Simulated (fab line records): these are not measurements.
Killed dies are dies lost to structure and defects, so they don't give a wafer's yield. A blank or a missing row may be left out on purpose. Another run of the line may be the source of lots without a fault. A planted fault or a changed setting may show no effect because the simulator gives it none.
Struck lot and sound lot, side by side ; flow rit-cmos ; 17 out of 202 route steps
Sound: the wafers L266.3, L266.4, L266.5. Wafers L280.3, L280.5, L280.6 were the ones struck. The cause is given at the end.
At each step with rows: each side's tool, then ch and its chambers, then its first start. Under that, the readings that differ: sound wafers ; struck wafers ; difference of the means ; sigmas: that difference in standard deviations of wafers without a fault.
alike: readings whose means differ by less than 2 such deviations, and words and numbers that are the same on both sides. not compared: withheld readings, readings that some wafer has no value for, bounds like >300 that may hide the same value, and numbers for which the record gives no deviation and whose values overlap.
Wherever a step has rows on one side only, a row that says differs or no value, or a row with sigmas, the two part there. Numbers that don't overlap but have no deviation are shown without sigmas and don't part them. A reading missing from all wafers of one side parts the sides only when that side holds two or more wafers.

first, 1 step without rows for these wafers: RIT_PLDD_IMPLANT_08.
RIT_PLDD_STRIP_09: strips in O2, time 180 s.
  sound on plasma-asher-02 ch 0,1, day 4 03:28; struck on plasma-asher-01 ch 0,1, day 7 04:12
  alike: drypump-motor-current-A, rf-refl-power-W
  not compared: rf-hours-counter-h
RIT_PLDD_TW_MEAS_10:
  sound on film-metro-02 at day 4 03:36; struck on film-metro-04 at day 7 04:20
  alike: PLDD_TW
then, 4 steps without rows for these wafers: RIT_SPACER_CLEAN_00 (cleans in SC1, time 600 s); RIT_SPACER_CLEAN_01 (cleans in dHF, time 30 s); RIT_SPACER_CLEAN_02 (cleans in SC2, time 600 s); RIT_SPACER_CVD_03 (deposits Si3N4 from SiH2Cl2/NH3, target thk 250 nm, time 3300 s).
RIT_SPACER_THK_MEAS_04:
  sound on film-metro-01 at day 4 07:23; struck on film-metro-01 at day 7 06:43
  alike: SPACER_NITRIDE_THK
RIT_SPACER_ETCHBACK_05: etches Si3N4 in SF6/CHF3, stops on SiO2, target depth 250 nm, time 240 s.
  sound on rie-diel-01 ch 2,3, day 4 07:26; struck on rie-diel-03 ch 0,1,2, day 7 06:45
  alike: drypump-motor-current-A, oes-product-au, throttle-valve-pct
  not compared: rf-hours-counter-h
then, 3 steps without rows for these wafers: RIT_NSD_HMDS_00 (prime time 60 s); RIT_NSD_COAT_01 (resist thk 1000 nm); RIT_NSD_SOFTBAKE_02 (time 60 s).
RIT_NSD_EXPOSE_03: exposes mask M9, target cd 40700 nm.
  sound on iline-stepper-01 ch 0, day 4 08:11; struck on iline-stepper-01 ch 0, day 7 07:31
reading;sound;struck;difference;sigmas
model.NSD.overlay-x-nm (nm);0.1337 0.1337 0.1337;6706 6706 6706;+6706;
  alike: mask
then, 2 steps without rows for these wafers: RIT_NSD_PEB_04; RIT_NSD_DEVELOP_05 (develop time 50 s).
RIT_NSD_OVL_MEAS_06:
  sound on overlay-01 at day 4 08:34; struck on overlay-01 at day 7 08:05
reading;sound;struck;difference;sigmas
NSD_OVL (nm);3.2 3.8 0.3;- - -;no value on the struck wafers;
  not compared: hold
RIT_M1_PROBE_99:
  rows exist in the record for the sound wafers here (prober-01, day 4 18:38), none for the struck ones

## WHERE THEY PART
Earliest at RIT_NSD_OVL_MEAS_06; latest, in this record, at RIT_M1_PROBE_99.

WHY: what the simulator had put in
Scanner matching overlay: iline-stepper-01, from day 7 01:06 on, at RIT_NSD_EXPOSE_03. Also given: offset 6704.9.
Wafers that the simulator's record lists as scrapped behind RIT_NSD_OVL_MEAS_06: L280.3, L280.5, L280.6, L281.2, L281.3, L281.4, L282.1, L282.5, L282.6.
